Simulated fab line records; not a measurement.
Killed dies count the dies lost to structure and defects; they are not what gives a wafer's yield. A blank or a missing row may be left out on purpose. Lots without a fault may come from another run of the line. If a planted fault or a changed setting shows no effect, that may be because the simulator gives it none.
Struck lot and sound lot, side by side || flow berkeley_cmos170 || 18 steps out of a route of 331
Sound: the wafers L520.3, L520.4, L520.5. Struck: wafers L529.3, L529.4. (L529.1 of the same lot was not struck and is left out.) The cause comes at the end.
Per side, at each step with rows, come the tool, then ch with its chambers, and then its first start. Under that, the readings that differ: sound wafers || struck wafers || difference of the means || sigmas: that difference in standard deviations of wafers without a fault.
alike: readings whose means differ by less than 2 such deviations, and words and numbers that are the same on both sides. not compared: withheld readings, readings that some wafer has no value for, bounds like >300 that may hide the same value, and numbers for which the record gives no deviation and whose values overlap.
Wherever a step has rows on one side only, a row that says differs or no value, or a row with sigmas, the two part there. When numbers do not overlap yet have no deviation, they are printed without sigmas and do not part them. Lack of a reading on every wafer of one side parts them only where that side has two or more wafers.

first, 5 steps without rows for these wafers: UCB170_NLDD_COAT_01 (resist thk 909 nm); UCB170_NLDD_SOFTBAKE_02 (time 60 s); UCB170_NLDD_EXPOSE_03 (exposes mask NSELECT, target cd 1200 nm); UCB170_NLDD_PEB_04; UCB170_NLDD_DEVELOP_05 (develop time 45 s).
UCB170_NLDD_CD_MEAS_06 targets a cd of 1200 nm.
  sound: cd_sem-02 at day 9 23:16; struck: cd_sem-02 at day 12 02:38
  alike: cd_nm
UCB170_NLDD_OVL_MEAS_07:
  sound: overlay-02 at day 9 23:22; struck: overlay-02 at day 12 02:46
  alike: NLDD_OVL
then, 2 steps without rows for these wafers: UCB170_NLDD_IMPLANT_08; UCB170_NLDD_IMPLANT_09.
UCB170_NLDD_STRIP_10: strips in O2.
  sound on plasma_asher-02 ch 0,1, day 9 23:43; struck on plasma_asher-02 ch 0,1, day 12 03:05
  alike: drypump_motor_current_A, oes_product_au, strip_time_to_endpoint_s
  not compared: rf_hours_counter_h
UCB170_NLDD_TW_MEAS_11:
  sound: film_metro-04 at day 9 23:49; struck: film_metro-03 at day 12 03:11
  alike: NLDD_TW
then, 1 step without rows for these wafers: UCB170_NLDD_CLEAN_12 (cleans in SPM, time 600 s).
UCB170_SPACER_CVD_00: deposits SiO2 from TEOS/O2, target thk 376 nm, time 47 s.
  sound on pecvd-04 ch 0,1,2, day 10 00:02; struck on pecvd-04 ch 0, day 12 03:29
{"reading": "model.SiO2_of_SPACER_CVD_00.thk_nm (nm)", "sound": "377.9 378 380", "struck": "412.6 419.6", "difference": "+37.5", "sigmas": ""}
  alike: heater_power_w, pressure_mtorr
UCB170_SPACER_THK_MEAS_01:
  sound: film_metro-03 at day 10 00:06; struck: film_metro-03 at day 12 03:31
{"reading": "SPACER_TEOS_THK (nm)", "sound": "378 378 380", "struck": "413 420", "difference": "+38", "sigmas": "+9"}
then, 1 step without rows for these wafers: UCB170_SPACER_ANNEAL_02 (time 1800 s).
UCB170_SPACER_ETCHBACK_03: etches SiO2 in CHF3/CF4/Ar, stops on Si, target depth 376 nm, time 100 s.
  sound on rie_diel-04 ch 1,2, day 10 05:42; struck on rie_diel-01 ch 1,3, day 12 08:31
{"reading": "oes_product_au (a.u.)", "sound": "0.914 0.920 0.916", "struck": "0.963 0.973", "difference": "+0.051", "sigmas": "+3"}
{"reading": "throttle_valve_pct (%)", "sound": "6.33 6.29 6.29", "struck": "6.54 6.53", "difference": "+0.23", "sigmas": "+2"}
{"reading": "model.etch.depth_nm (nm)", "sound": "377.9 378 380", "struck": "412.6 419.6", "difference": "+37.5", "sigmas": ""}
  alike: drypump_motor_current_A
  not compared: rf_hours_counter_h
then, 1 step without rows for these wafers: UCB170_PSD_HMDS_00 (prime time 60 s).
UCB170_M3_PROBE_99:
  sound: prober-01 at day 11 09:09; struck: prober-01 at day 13 12:04
{"reading": "model.etest.pmos_0p35.r_on_ohm_um", "sound": "4756 4792 4749", "struck": "4862 4896", "difference": "+113", "sigmas": ""}
{"reading": "model.etest.nplus_sal.width_nm (nm)", "sound": "675.6 700.9 696.8", "struck": "636 623.6", "difference": -61, "sigmas": ""}
{"reading": "model.etest.pplus_sal.width_nm (nm)", "sound": "675.3 696.3 694.3", "struck": "635.1 623.2", "difference": -59.5, "sigmas": ""}
{"reading": "model.etest.nmos_0p35.r_on_ohm_um", "sound": "1478 1498 1477", "struck": "1551 1567", "difference": "+75", "sigmas": ""}
{"reading": "model.etest.nmos_0p6.r_on_ohm_um", "sound": "2323 2323 2293", "struck": "2413 2420", "difference": "+104", "sigmas": ""}
{"reading": "model.etest.field_p_metal.vt_v (V)", "sound": "-61.11 -60.5 -60.57", "struck": "-61.66 -62.38", "difference": -1.29, "sigmas": ""}
{"reading": "model.etest.field_n_metal.vt_v (V)", "sound": "53.7 53.29 53.4", "struck": "54.62 55.23", "difference": "+1.46", "sigmas": ""}
{"reading": "model.etest.pplus_sal.line_ohm_um", "sound": "5.431 5.361 5.224", "struck": "5.688 5.882", "difference": "+0.446", "sigmas": ""}

WHERE THEY PART
Last at UCB170_SPACER_ETCHBACK_03 as far as this record goes, first at UCB170_SPACER_THK_MEAS_01.

WHY: the cause the simulator had injected
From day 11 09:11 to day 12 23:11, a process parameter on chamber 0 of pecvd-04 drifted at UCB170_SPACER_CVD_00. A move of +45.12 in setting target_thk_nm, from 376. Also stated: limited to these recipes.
